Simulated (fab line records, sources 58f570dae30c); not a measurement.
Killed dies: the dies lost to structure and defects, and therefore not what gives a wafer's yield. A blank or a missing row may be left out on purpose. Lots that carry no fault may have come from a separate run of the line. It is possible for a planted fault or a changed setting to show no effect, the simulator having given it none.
Which of the tools did it? | flow berkeley_cmos170 | 14 lots, 42 wafers sampled, at 3 steps of a route of 331

## WHAT EACH GAUGE READ, for each wafer
UCB170_PVT_TW_MEAS_09.
lot  | measured     | on            | PVT_TW
L965 | day 6 14:03  | film_metro-02 | 497 499 495
L966 | day 6 21:05  | film_metro-03 | 510 510 510
L967 | day 7 11:05  | film_metro-01 | 506 505 506
L968 | day 7 11:13  | film_metro-01 | 510 508 509
L969 | day 7 11:43  | film_metro-02 | 499 500 500
L970 | day 7 23:40  | film_metro-01 | 508 508 508
L971 | day 7 23:55  | film_metro-02 | 503 499 500
L978 | day 9 19:27  | film_metro-01 | 507 506 509
L979 | day 9 18:36  | film_metro-03 | 502 503 507
L982 | day 10 16:29 | film_metro-03 | 509 508 507
L983 | day 10 16:52 | film_metro-02 | 503 500 498
L985 | day 11 00:05 | film_metro-02 | 499 501 496
L986 | day 11 08:50 | film_metro-01 | 509 507 506
L987 | day 11 08:27 | film_metro-02 | 499 497 502

UCB170_NLDD_TW_MEAS_11.
lot  | measured     | on            | NLDD_TW
L965 | day 7 08:23  | film_metro-04 | 2233 2220 2232
L966 | day 7 19:35  | film_metro-01 | 2221 2217 2209
L967 | day 8 08:25  | film_metro-04 | 2245 2231 2247
L968 | day 8 09:07  | film_metro-03 | 2215 2212 2214
L969 | day 8 08:47  | film_metro-03 | 2221 2205 2218
L970 | day 8 22:42  | film_metro-04 | 2245 2237 2231
L971 | day 8 22:54  | film_metro-03 | 2218 2200 2219
L978 | day 10 12:44 | film_metro-01 | 2212 2209 2202
L979 | day 10 11:46 | film_metro-01 | 2211 2213 2197
L982 | day 11 13:07 | film_metro-01 | 2217 2220 2205
L983 | day 11 13:21 | film_metro-03 | 2222 2218 2216
L985 | day 11 18:44 | film_metro-01 | 2210 2216 2214
L986 | day 12 03:03 | film_metro-04 | 2219 2217 2230
L987 | day 12 02:47 | film_metro-01 | 2208 2203 2210

## WHICH TOOL RAN EACH LOT (tool, then ch and the chambers of the sampled wafers, then the start)
lot  | UCB170_PFIELD_PEB_04
L965 | litho_track-01 ch 0, day 5 02:44
L966 | litho_track-04 ch 0, day 5 10:09
L967 | litho_track-02 ch 0, day 5 23:00
L968 | litho_track-01 ch 0, day 5 23:58
L969 | litho_track-02 ch 0, day 6 00:40
L970 | litho_track-02 ch 0, day 6 09:06
L971 | litho_track-01 ch 0, day 6 09:12
L978 | litho_track-04, day 8 00:16
L979 | litho_track-02, day 8 00:31
L982 | litho_track-02 ch 0, day 9 00:50
L983 | litho_track-04 ch 0, day 9 00:57
L985 | litho_track-04 ch 0, day 9 09:07
L986 | litho_track-02 ch 0, day 9 19:25
L987 | litho_track-04 ch 0, day 9 19:42
- UCB170_PFIELD_PEB_04

## AS READ BY THE TOOLS THEMSELVES (means over the sampled wafers that have a number; for cases with no such wafer, the mark the record gives instead)
UCB170_PFIELD_PEB_04.
lot  | tool           | chill_plate_temp_C (C) | exhaust_pa (Pa) | plate_temp_C (C)
L965 | litho_track-01 | 22.86                  | 45.7            | 130.03
L966 | litho_track-04 | 23.05                  | 45.1            | 130.01
L967 | litho_track-02 | 23.03                  | 44.5            | 129.93
L968 | litho_track-01 | 23.03                  | 44.9            | 129.88
L969 | litho_track-02 | 22.95                  | 45.1            | 130.00
L970 | litho_track-02 | 22.95                  | 43.7            | 130.22
L971 | litho_track-01 | 23.17                  | 44.4            | 129.96
L978 | litho_track-04 | -                      | -               | -
L979 | litho_track-02 | -                      | -               | -
L982 | litho_track-02 | 22.99                  | 43.8            | 130.06
L983 | litho_track-04 | 22.93                  | 44.8            | 129.90
L985 | litho_track-04 | 23.06                  | 45.9            | 130.15
L986 | litho_track-02 | 23.11                  | 44.2            | 130.02
L987 | litho_track-04 | 23.01                  | 46.1            | 130.13

## THE ANSWER, worked out from the rows above alone
Rule: the lots themselves supply what counts as usual. The widest of any qualifying gaps counts: lots, ordered by their means at a reading, are off when they make up no more than a third of the lots, leave a main group of 4 or more, and stand apart from it by 3 or more times the standard deviation of that group's means. If all means in a main group match to the digits the tables above print for the reading, that group is not used. A lot without any number at a reading at which 4 lots or more have one is off too. Where the step has rows for the other lots, those lots are counted as sound. After the gauges, taken in route order, come the tools' own readings; for these a lot's mean is taken, as printed above. At the first step where some lot is off, the reading lying furthest off is the one used; lots without a number count as furthest.
Off: L978, L979 (UCB170_PFIELD_PEB_04, chill_plate_temp_C). Without a number there: L978, L979. Mean 23.01 C and standard deviation 0.08 in the main group.
A tool fits if, at that step or a process step before it, it ran every lot that is off, and no sound lot after the first of them. None of those tried fits.

## WHAT HAD BEEN PUT IN BY THE SIMULATOR
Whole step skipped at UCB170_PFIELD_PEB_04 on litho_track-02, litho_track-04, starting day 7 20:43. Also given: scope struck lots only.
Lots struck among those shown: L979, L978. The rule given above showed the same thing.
